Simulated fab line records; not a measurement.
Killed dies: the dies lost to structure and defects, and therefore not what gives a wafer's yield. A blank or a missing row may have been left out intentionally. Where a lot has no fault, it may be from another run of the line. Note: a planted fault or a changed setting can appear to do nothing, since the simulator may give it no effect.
What tool caused it?    flow rit_cmos    15 lots (45 wafers sampled), 1 step of a 202-step route

== WHAT EACH GAUGE READ, for each wafer ==
The record lacks any reading of a measuring or inspecting step that a usual standard deviation could be used to judge.

== EACH LOT AND THE TOOL THAT RAN IT (in order: tool; ch and the chambers of the sampled wafers; start) ==
lot   RIT_NLDD_IMPLANT_08
L531  implanter-01 ch 0, day 2 18:22
L532  implanter-01 ch 0, day 2 23:24
L535  implanter-01 ch 0, day 3 16:26
L536  implanter-01 ch 0, day 3 19:43
L537  implanter-01 ch 0, day 4 00:14
L538  implanter-04 ch 0, day 4 04:10
L539  implanter-01 ch 0, day 4 10:49
L544  implanter-04 ch 0, day 5 14:46
L545  implanter-04 ch 0, day 5 23:21
L547  implanter-02 ch 0, day 6 06:05
L549  implanter-04 ch 0, day 6 22:30
L551  implanter-02 ch 0, day 7 03:42
L552  implanter-01 ch 0, day 7 13:08
L553  implanter-01 ch 0, day 7 15:43
L554  implanter-01 ch 0, day 8 02:30
- RIT_NLDD_IMPLANT_08

== WHAT THE TOOLS THEMSELVES READ (means of the sampled wafers that have a number; where no wafer has one, the mark that the record gives instead) ==
RIT_NLDD_IMPLANT_08. Usual: beam_energy_keV 20.000, standard deviation 0.0055; end_station_pressure_torr 6.3e-06 Torr, standard deviation 3.2e-07; tilt_deg 6.999 degrees, standard deviation 0.019.
lot   tool          beam_energy_keV  end_station_pressure_torr (Torr)  tilt_deg (degrees)  flag
L531  implanter-01  20.006           6.3e-06                           7.007               
L532  implanter-01  20.001           6.0e-06                           6.999               
L535  implanter-01  19.996           6.4e-06                           6.973               
L536  implanter-01  19.997           6.1e-06                           7.352               OFF
L537  implanter-01  20.007           6.2e-06                           7.345               OFF
L538  implanter-04  20.007           6.1e-06                           7.020               
L539  implanter-01  20.004           6.4e-06                           7.351               OFF
L544  implanter-04  20.000           6.0e-06                           6.980               
L545  implanter-04  20.003           6.4e-06                           7.008               
L547  implanter-02  20.001           6.1e-06                           6.998               
L549  implanter-04  19.998           6.3e-06                           6.999               
L551  implanter-02  19.992           6.3e-06                           7.023               
L552  implanter-01  20.001           6.0e-06                           6.993               
L553  implanter-01  20.002           6.4e-06                           7.007               
L554  implanter-01  20.000           6.0e-06                           7.015               

== THE ANSWER, worked out from the rows above alone ==
Rule: a lot counts as off when the mean over its wafers that have a number is more than 3 standard deviations away from the usual mean. Also off: a lot with no number at a reading for which 4 or more lots have one. All remaining lots with rows at the step are treated as sound. The gauges are gone through in route order, then the tools' own readings, and for those a lot's mean is taken as printed above. At the first step where some lot is off, the reading lying furthest off is the one used; lots without a number count as furthest.
Off, at RIT_NLDD_IMPLANT_08 on tilt_deg: L536, L537, L539.
If a tool, at that step or one of the process steps before it, ran each lot that is off and ran no sound lot following the first of them, it fits. None of those tried fits.

== WHAT THE SIMULATOR HAD PUT IN ==
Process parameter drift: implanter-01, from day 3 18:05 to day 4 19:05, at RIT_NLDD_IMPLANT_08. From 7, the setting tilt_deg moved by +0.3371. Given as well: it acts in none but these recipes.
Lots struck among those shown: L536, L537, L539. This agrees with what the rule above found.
